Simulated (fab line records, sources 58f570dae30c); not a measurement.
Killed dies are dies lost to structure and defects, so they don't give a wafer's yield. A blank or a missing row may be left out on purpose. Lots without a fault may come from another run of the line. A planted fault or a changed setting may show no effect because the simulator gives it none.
A struck lot beside a sound one | flow berkeley_cmos170 | 19 steps out of a route of 331
Sound: wafers L177.1, L177.3, L177.4. Struck: wafers L181.1, L181.2, L181.4. The cause comes at the end.
At each step with rows: each side's tool, then ch and its chambers, then its first start. Under that, the readings that differ: sound wafers | struck wafers | difference of the means | sigmas: that difference in standard deviations of wafers without a fault.
alike: readings whose means differ by less than 2 such deviations, and words and numbers that are the same on both sides. not compared: withheld readings, readings that some wafer has no value for, bounds like >300 that may hide the same value, and numbers for which the record gives no deviation and whose values overlap.
The two part at a step that has a row with sigmas, a row that says differs or no value, or rows on one side only. Numbers that don't overlap but have no deviation are shown without sigmas and don't part them. A reading that every wafer of one side lacks parts them only if that side has two wafers or more.

first, 3 steps without rows for these wafers: UCB170_PSD_EXPOSE_03 (exposes mask PSELECT MOD, target cd 1200 nm); UCB170_PSD_PEB_04; UCB170_PSD_DEVELOP_05 (develop time 45 s).
UCB170_PSD_CD_MEAS_06: target cd 1200 nm.
  sound on cd_sem-01, day 9 11:28; struck on cd_sem-02, day 10 05:49
  reading    | sound                | struck               | difference | sigmas
  cd_nm (nm) | 1199.7 1198.1 1199.7 | 1203.2 1204.8 1202.8 | +4.4       | +3
UCB170_PSD_OVL_MEAS_07:
  sound on overlay-01, day 9 11:35; struck on overlay-02, day 10 05:56
  alike: PSD_OVL
then, 1 step without rows for these wafers: UCB170_PSD_IMPLANT_08.
UCB170_PSD_STRIP_09: strips in O2.
  sound on plasma_asher-01 ch 0,1, day 9 11:46; struck on plasma_asher-01 ch 0,1, day 10 06:07
  alike: drypump_motor_current_A, oes_product_au, strip_time_to_endpoint_s
  not compared: rf_hours_counter_h
UCB170_PSD_TW_MEAS_10:
  sound on film_metro-01, day 9 11:52; struck on film_metro-01, day 10 06:13
  alike: PSD_TW
then, 4 steps without rows for these wafers: UCB170_PSD_CLEAN_11 (cleans in SPM, time 600 s); UCB170_NSD_HMDS_00 (prime time 60 s); UCB170_NSD_COAT_01 (resist thk 900 nm); UCB170_NSD_SOFTBAKE_02 (time 60 s).
UCB170_NSD_EXPOSE_03: exposes mask NSELECT MOD, target cd 1200 nm.
  sound on krf_scanner-02 ch 0, day 9 13:11; struck on krf_scanner-01 ch 0, day 10 07:10
  reading                     | sound                | struck               | difference | sigmas
  model.NSD.overlay_x_nm (nm) | 0.8977 0.8977 0.8977 | -131.5 -131.5 -131.5 | -132.4     |
  alike: mask
then, 2 steps without rows for these wafers: UCB170_NSD_PEB_04; UCB170_NSD_DEVELOP_05 (develop time 45 s).
UCB170_NSD_CD_MEAS_06: target cd 1200 nm.
  sound on cd_sem-02, day 9 14:05; struck on cd_sem-01, day 10 07:52
  alike: cd_nm
UCB170_NSD_OVL_MEAS_07:
  sound on overlay-02, day 9 14:13; struck on overlay-02, day 10 07:59
  reading      | sound    | struck         | difference | sigmas
  NSD_OVL (nm) | -2 -2 -9 | -135 -141 -132 | -132       | -23
then, 2 steps without rows for these wafers: UCB170_NSD_IMPLANT_08; UCB170_M3_PROBE_99.

WHERE THEY PART
First at UCB170_PSD_CD_MEAS_06; last, within this record, at UCB170_NSD_OVL_MEAS_07.

WHY: what the simulator had put in
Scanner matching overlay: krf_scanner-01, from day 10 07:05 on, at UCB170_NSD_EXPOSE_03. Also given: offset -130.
